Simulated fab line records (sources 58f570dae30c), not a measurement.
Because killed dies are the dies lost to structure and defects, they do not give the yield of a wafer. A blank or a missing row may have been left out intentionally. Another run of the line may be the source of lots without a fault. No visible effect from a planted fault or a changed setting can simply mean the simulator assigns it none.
Matching of chambers / flow berkeleyCmos170 / UCB170_V1_CMP_02 on cmp-01 has 4 sister chambers
The step polishes SiO2. 16 wafers are shown with their chamber, then 8 later ones without.

== WAFERS WITH THEIR CHAMBER ==
wafer=L076.1; chamber=1; motorCurrentA (A)=14.3; platenRpm (rpm)=59.99
wafer=L076.2; chamber=0; motorCurrentA (A)=17.6; platenRpm (rpm)=59.90
wafer=L076.5; chamber=1; motorCurrentA (A)=13.6; platenRpm (rpm)=59.98
wafer=L079.1; chamber=2; motorCurrentA (A)=15.0; platenRpm (rpm)=59.99
wafer=L079.3; chamber=1; motorCurrentA (A)=14.5; platenRpm (rpm)=60.04
wafer=L079.5; chamber=0; motorCurrentA (A)=16.6; platenRpm (rpm)=60.11
wafer=L078.2; chamber=2; motorCurrentA (A)=15.2; platenRpm (rpm)=60.03
wafer=L078.4; chamber=1; motorCurrentA (A)=14.6; platenRpm (rpm)=60.03
wafer=L078.6; chamber=0; motorCurrentA (A)=17.4; platenRpm (rpm)=60.06
wafer=L081.3; chamber=1; motorCurrentA (A)=14.2; platenRpm (rpm)=59.97
wafer=L081.5; chamber=0; motorCurrentA (A)=16.5; platenRpm (rpm)=59.98
wafer=L081.6; chamber=1; motorCurrentA (A)=13.8; platenRpm (rpm)=59.98
wafer=L084.3; chamber=0; motorCurrentA (A)=17.9; platenRpm (rpm)=59.99
wafer=L084.4; chamber=1; motorCurrentA (A)=13.9; platenRpm (rpm)=60.00
wafer=L084.6; chamber=1; motorCurrentA (A)=14.4; platenRpm (rpm)=59.91
wafer=L087.2; chamber=3; motorCurrentA (A)=15.7; platenRpm (rpm)=59.98

SIGNATURES (averages over the wafers above)
reading=motorCurrentA; chamber 0=17.200; chamber 1=14.162; chamber 2=15.100; chamber 3=15.700; scatter within a chamber=0.453
reading=platenRpm; chamber 0=60.0080; chamber 1=59.9875; chamber 2=60.0100; chamber 3=59.9800; scatter within a chamber=0.0561
Rule: for each reading, subtract the chamber's mean from the wafer's reading, divide by that reading's scatter and square the result; add these up over the readings and take the root, which gives the wafer's distance from the chamber. The wafer belongs to the nearest chamber; if the next one is less than 2 further off, it can't be placed. How the scatter is found: for the shown wafers, subtract from each reading the mean of its chamber, square and add these, divide the total by (wafers less chambers), then take the root.

== WAFERS WHOSE CHAMBER IS MISSING ==
wafer=L087.3; motorCurrentA (A)=15.5; platenRpm (rpm)=60.04
wafer=L087.5; motorCurrentA (A)=17.0; platenRpm (rpm)=59.95
wafer=L096.1; motorCurrentA (A)=18.5; platenRpm (rpm)=59.95
wafer=L096.3; motorCurrentA (A)=15.2; platenRpm (rpm)=60.01
wafer=L096.5; motorCurrentA (A)=15.1; platenRpm (rpm)=60.07
wafer=L097.1; motorCurrentA (A)=14.6; platenRpm (rpm)=60.03
wafer=L097.2; motorCurrentA (A)=17.7; platenRpm (rpm)=60.03
wafer=L097.6; motorCurrentA (A)=17.5; platenRpm (rpm)=60.04

== WHICH CHAMBER EACH ONE RAN IN ==
wafer=L087.3; from the rows above=can't be placed: 2 or 3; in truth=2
wafer=L087.5; from the rows above=can't be placed: 0 or 3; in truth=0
wafer=L096.1; from the rows above=0; in truth=0
wafer=L096.3; from the rows above=can't be placed: 2 or 3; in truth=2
wafer=L096.5; from the rows above=can't be placed: 2 or 3 or 1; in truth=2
wafer=L097.1; from the rows above=can't be placed: 2 or 1 or 3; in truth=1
wafer=L097.2; from the rows above=0; in truth=0
wafer=L097.6; from the rows above=0; in truth=0
3 of 8 placed correctly. Can't be placed from these rows: 5 (the true chamber is among the candidates in 5). Number placed wrongly: 0.
